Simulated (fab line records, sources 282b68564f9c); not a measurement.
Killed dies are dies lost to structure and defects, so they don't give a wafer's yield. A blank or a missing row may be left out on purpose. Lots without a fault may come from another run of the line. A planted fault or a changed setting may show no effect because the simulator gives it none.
Which tool did it? | flow rit_cmos | 14 lots, 42 wafers sampled, at 6 steps of a route of 202

WHAT THE GAUGES READ, wafer by wafer
RIT_SPACER_THK_MEAS_04. Usual: SPACER_NITRIDE_THK 250.3 nm, standard deviation 2.4.
lot  | measured    | on            | SPACER_NITRIDE_THK (nm) | flag
L487 | day 2 21:37 | film_metro-01 | 248.7 248.8 248.3       |
L488 | day 3 04:04 | film_metro-03 | 250.2 252.6 251.5       |
L490 | day 3 14:28 | film_metro-01 | 255.6 256.5 254.7       |
L493 | day 4 06:00 | film_metro-04 | 286.6 285.0 287.5       | OFF
L494 | day 4 14:02 | film_metro-03 | 281.9 283.3 282.9       | OFF
L495 | day 4 15:58 | film_metro-03 | 286.2 285.3 286.2       | OFF
L497 | day 5 00:32 | film_metro-04 | 249.4 249.0 249.8       |
L501 | day 5 22:42 | film_metro-01 | 248.2 247.5 249.1       |
L503 | day 6 11:31 | film_metro-01 | 246.4 247.1 247.5       |
L505 | day 6 21:08 | film_metro-04 | 249.5 248.9 252.3       |
L506 | day 6 23:11 | film_metro-03 | 251.8 253.0 252.4       |
L508 | day 7 09:25 | film_metro-04 | 251.9 252.1 252.1       |
L509 | day 7 12:48 | film_metro-03 | 245.7 249.4 251.4       |
L510 | day 7 18:47 | film_metro-03 | 247.0 244.7 248.3       |

RIT_CONTACT_CD_MEAS_90: target cd 1000 nm. Usual: cd_nm 1000.3 nm, standard deviation 1.9.
lot  | measured    | on        | cd_nm (nm)           | flag
L487 | day 3 04:40 | cd_sem-02 | 1000.5 1000.5 999.4  |
L488 | day 3 10:56 | cd_sem-02 | 1001.9 1003.0 1004.4 |
L490 | day 3 20:57 | cd_sem-01 | 1002.4 1000.6 1000.9 |
L493 | day 4 12:28 | cd_sem-02 | 996.6 999.4 1000.6   |
L494 | day 4 21:09 | cd_sem-01 | 999.6 1000.2 997.8   |
L495 | day 4 22:26 | cd_sem-02 | 997.7 998.8 999.4    |
L497 | day 5 07:16 | cd_sem-02 | 996.6 999.8 996.1    |
L501 | day 6 05:42 | cd_sem-01 | 1002.0 998.1 1000.7  |
L503 | day 6 18:04 | cd_sem-02 | 998.9 1000.8 1001.6  |
L505 | day 7 03:47 | cd_sem-02 | 1002.0 1001.7 1001.8 |
L506 | day 7 06:03 | cd_sem-02 | 1001.7 1003.5 1002.4 |
L508 | day 7 16:10 | cd_sem-02 | 1000.0 999.5 1000.7  |
L509 | day 7 19:23 | cd_sem-02 | 999.8 998.8 1000.8   |
L510 | day 8 01:19 | cd_sem-02 | 1001.9 1001.2 1001.0 |

WHICH TOOL RAN EACH LOT (tool, then ch and the chambers of the sampled wafers, then the start)
lot  | RIT_ACTIVE_ETCH_13                | RIT_ACTIVE_STRIP_14                 | RIT_SPACER_CVD_03          | RIT_SPACER_ETCHBACK_05
L487 | rie_diel-03 ch 0,2,3, day 1 14:50 | plasma_asher-02 ch 0,1, day 1 14:58 | lpcvd-02 ch 1, day 2 19:43 | rie_diel-01 ch 1,2, day 2 21:41
L488 | rie_diel-04 ch 0,1,3, day 1 19:43 | plasma_asher-04 ch 0,1, day 1 19:50 | lpcvd-01 ch 1, day 3 02:08 | rie_diel-01 ch 0,1, day 3 04:07
L490 | rie_diel-04 ch 2,3, day 2 05:43   | plasma_asher-02 ch 0,1, day 2 05:50 | lpcvd-01 ch 0, day 3 12:34 | rie_diel-01 ch 1,2,3, day 3 14:32
L493 | rie_diel-03 ch 0,2,3, day 2 20:43 | plasma_asher-01 ch 0,1, day 2 20:54 | lpcvd-01 ch 1, day 4 03:06 | rie_diel-04 ch 1,3, day 4 06:02
L494 | rie_diel-02 ch 1,3, day 3 03:49   | plasma_asher-01 ch 0,1, day 3 03:58 | lpcvd-01 ch 0, day 4 12:07 | rie_diel-04 ch 0,3, day 4 14:05
L495 | rie_diel-04 ch 1,2,3, day 3 06:50 | plasma_asher-04 ch 0,1, day 3 06:58 | lpcvd-01 ch 0, day 4 14:02 | rie_diel-02 ch 0,1,3, day 4 16:01
L497 | rie_diel-03 ch 2,3, day 3 16:50   | plasma_asher-04 ch 0,1, day 3 16:58 | lpcvd-02 ch 1, day 4 22:37 | rie_diel-01 ch 0,1,3, day 5 00:36
L501 | rie_diel-03 ch 0,1,2, day 4 12:50 | plasma_asher-01 ch 0,1, day 4 12:58 | lpcvd-02 ch 1, day 5 20:46 | rie_diel-01 ch 1,3, day 5 22:45
L503 | rie_diel-02 ch 1,2, day 4 22:50   | plasma_asher-02 ch 0,1, day 4 22:58 | lpcvd-02 ch 0, day 6 09:36 | rie_diel-04 ch 1,2, day 6 11:35
L505 | rie_diel-04 ch 1,2,3, day 5 11:20 | plasma_asher-02 ch 0,1, day 5 11:28 | lpcvd-02 ch 1, day 6 19:13 | rie_diel-02 ch 0,1,2, day 6 21:11
L506 | rie_diel-02 ch 1,2, day 5 13:52   | plasma_asher-02 ch 0,1, day 5 13:59 | lpcvd-02 ch 0, day 6 21:16 | rie_diel-04 ch 0,1,3, day 6 23:15
L508 | rie_diel-04 ch 0,1,2, day 6 00:21 | plasma_asher-04 ch 0,1, day 6 00:32 | lpcvd-02 ch 0, day 7 06:31 | rie_diel-04 ch 0,1,2, day 7 09:27
L509 | rie_diel-04 ch 0,2,3, day 6 04:58 | plasma_asher-04 ch 0,1, day 6 05:05 | lpcvd-02 ch 1, day 7 09:55 | rie_diel-02 ch 1,2,3, day 7 12:51
L510 | rie_diel-02 ch 1,2, day 6 09:43   | plasma_asher-02 ch 0,1, day 6 09:50 | lpcvd-02 ch 0, day 7 15:54 | rie_diel-02 ch 0,3, day 7 18:50
- RIT_ACTIVE_ETCH_13: etches Si3N4 in SF6, stops on SiO2, time 210 s, target depth 210 nm.
- RIT_ACTIVE_STRIP_14: strips in O2, time 180 s.
- RIT_SPACER_CVD_03: deposits Si3N4 from SiH2Cl2/NH3, target thk 250 nm, time 3300 s.
- RIT_SPACER_ETCHBACK_05: etches Si3N4 in SF6/CHF3, stops on SiO2, target depth 250 nm, time 240 s.

WHAT THE TOOLS THEMSELVES READ (means of the sampled wafers that have a number; where no wafer has one, the mark that the record gives instead)
RIT_ACTIVE_ETCH_13. Usual: drypump_motor_current_A 5.7 A, standard deviation 0.57; oes_product_au 0.820 a.u., standard deviation 0.011; throttle_valve_pct 7.50 %, standard deviation 0.13.
lot  | tool        | drypump_motor_current_A (A) | oes_product_au (a.u.) | throttle_valve_pct (%) | flag
L487 | rie_diel-03 | 5.7                         | 0.829                 | 7.62                   |
L488 | rie_diel-04 | 5.8                         | 0.808                 | 7.38                   |
L490 | rie_diel-04 | 6.0                         | 0.813                 | 7.37                   |
L493 | rie_diel-03 | 5.6                         | 0.825                 | 7.61                   |
L494 | rie_diel-02 | 5.8                         | 0.817                 | 7.49                   |
L495 | rie_diel-04 | 5.5                         | 0.820                 | 7.45                   |
L497 | rie_diel-03 | 5.7                         | 0.831                 | 7.65                   |
L501 | rie_diel-03 | 5.9                         | 0.830                 | 7.51                   |
L503 | rie_diel-02 | 5.1                         | 0.829                 | 7.53                   |
L505 | rie_diel-04 | 5.5                         | 0.819                 | 7.46                   |
L506 | rie_diel-02 | 5.4                         | 0.828                 | 7.51                   |
L508 | rie_diel-04 | 5.5                         | 0.811                 | 7.52                   |
L509 | rie_diel-04 | 6.0                         | 0.807                 | 7.44                   |
L510 | rie_diel-02 | 5.1                         | 0.824                 | 7.53                   |

RIT_ACTIVE_STRIP_14. Usual: drypump_motor_current_A 6.1 A, standard deviation 0.56.
lot  | tool            | drypump_motor_current_A (A) | flag
L487 | plasma_asher-02 | 6.3                         |
L488 | plasma_asher-04 | 5.9                         |
L490 | plasma_asher-02 | 6.3                         |
L493 | plasma_asher-01 | 6.4                         |
L494 | plasma_asher-01 | 6.0                         |
L495 | plasma_asher-04 | 5.6                         |
L497 | plasma_asher-04 | 5.9                         |
L501 | plasma_asher-01 | 6.4                         |
L503 | plasma_asher-02 | 6.3                         |
L505 | plasma_asher-02 | 6.3                         |
L506 | plasma_asher-02 | 6.3                         |
L508 | plasma_asher-04 | 5.6                         |
L509 | plasma_asher-04 | 5.5                         |
L510 | plasma_asher-02 | 6.4                         |

RIT_SPACER_CVD_03. Usual: nh3_flow_sccm 150.1 sccm, standard deviation 0.49; sih2cl2_flow_sccm 60.03 sccm, standard deviation 0.17; spike_tc_centre_C 812.3 C, standard deviation 1.1.
lot  | tool     | nh3_flow_sccm (sccm) | sih2cl2_flow_sccm (sccm) | spike_tc_centre_C (C) | flag
L487 | lpcvd-02 | 150.7                | 59.96                    | 811.3                 |
L488 | lpcvd-01 | 149.9                | 60.06                    | 812.2                 |
L490 | lpcvd-01 | 150.0                | 60.01                    | 812.0                 |
L493 | lpcvd-01 | 180.5                | 60.07                    | 812.2                 | OFF
L494 | lpcvd-01 | 179.8                | 60.09                    | 811.7                 | OFF
L495 | lpcvd-01 | 179.6                | 60.11                    | 812.1                 | OFF
L497 | lpcvd-02 | 149.6                | 60.11                    | 812.9                 |
L501 | lpcvd-02 | 149.9                | 60.15                    | 812.4                 |
L503 | lpcvd-02 | 150.2                | 60.03                    | 813.3                 |
L505 | lpcvd-02 | 150.7                | 60.05                    | 811.9                 |
L506 | lpcvd-02 | 149.6                | 59.85                    | 814.3                 |
L508 | lpcvd-02 | 149.9                | 60.15                    | 813.2                 |
L509 | lpcvd-02 | 150.1                | 59.85                    | 812.2                 |
L510 | lpcvd-02 | 150.6                | 60.08                    | 813.4                 |

RIT_SPACER_ETCHBACK_05. Usual: drypump_motor_current_A 5.8 A, standard deviation 0.68; oes_product_au 0.840 a.u., standard deviation 0.015; throttle_valve_pct 10.23 %, standard deviation 0.13.
lot  | tool        | drypump_motor_current_A (A) | oes_product_au (a.u.) | throttle_valve_pct (%) | flag
L487 | rie_diel-01 | 5.7                         | 0.818                 | 10.31                  |
L488 | rie_diel-01 | 6.2                         | 0.841                 | 10.20                  |
L490 | rie_diel-01 | 6.1                         | 0.853                 | 10.25                  |
L493 | rie_diel-04 | 5.3                         | 0.922                 | 10.21                  | OFF
L494 | rie_diel-04 | 6.3                         | 0.907                 | 10.14                  | OFF
L495 | rie_diel-02 | 5.9                         | 0.927                 | 10.26                  | OFF
L497 | rie_diel-01 | 6.1                         | 0.850                 | 10.16                  |
L501 | rie_diel-01 | 6.6                         | 0.839                 | 10.22                  |
L503 | rie_diel-04 | 4.9                         | 0.831                 | 10.36                  |
L505 | rie_diel-02 | 5.7                         | 0.849                 | 10.25                  |
L506 | rie_diel-04 | 5.8                         | 0.835                 | 10.14                  |
L508 | rie_diel-04 | 5.4                         | 0.842                 | 10.32                  |
L509 | rie_diel-02 | 5.6                         | 0.839                 | 10.31                  |
L510 | rie_diel-02 | 6.3                         | 0.829                 | 10.20                  |

THE ANSWER, worked out from the rows above alone
Rule: a lot is off if the mean of its wafers that have a number lies more than 3 standard deviations from the usual mean. A lot without any number at a reading at which 4 lots or more have one is off too. The other lots that the step has rows for count as sound. The gauges are gone through in route order, then the tools' own readings, and for those a lot's mean is taken as printed above. The first step at which some lot is off is used, and at that step the reading that is off furthest; a lot without a number counts as furthest.
Off: L493, L494, L495, at RIT_SPACER_THK_MEAS_04 (SPACER_NITRIDE_THK).
A tool fits if, at a process step before that reading, it ran every lot that is off, and no sound lot after the first of them. The gauges at RIT_SPACER_THK_MEAS_04 aren't tried: what is off there is off at RIT_SPACER_CVD_03 too, on other tools, and a gauge's error can't cause that. One fits: lpcvd-01 at RIT_SPACER_CVD_03. Its last sound lot is L490 (day 3 12:34), its first lot that is off L493 (day 4 03:06): a fault that began between those two fits.
The tool's own readings at RIT_SPACER_CVD_03 bear it out: on the lots that are off they differ by more than 5 times the standard deviation of the sound lots' means. nh3_flow_sccm reads 180.0 sccm there against 150.1 sccm on the sound lots.

WHAT THE SIMULATOR HAD PUT IN
Process parameter drift: lpcvd-01, from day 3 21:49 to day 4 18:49, at RIT_SPACER_CVD_03. Setting nh3_flow_sccm, moved by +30, from 150. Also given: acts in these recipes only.
Lots struck among those shown: L493, L494, L495. The rule above found the same.
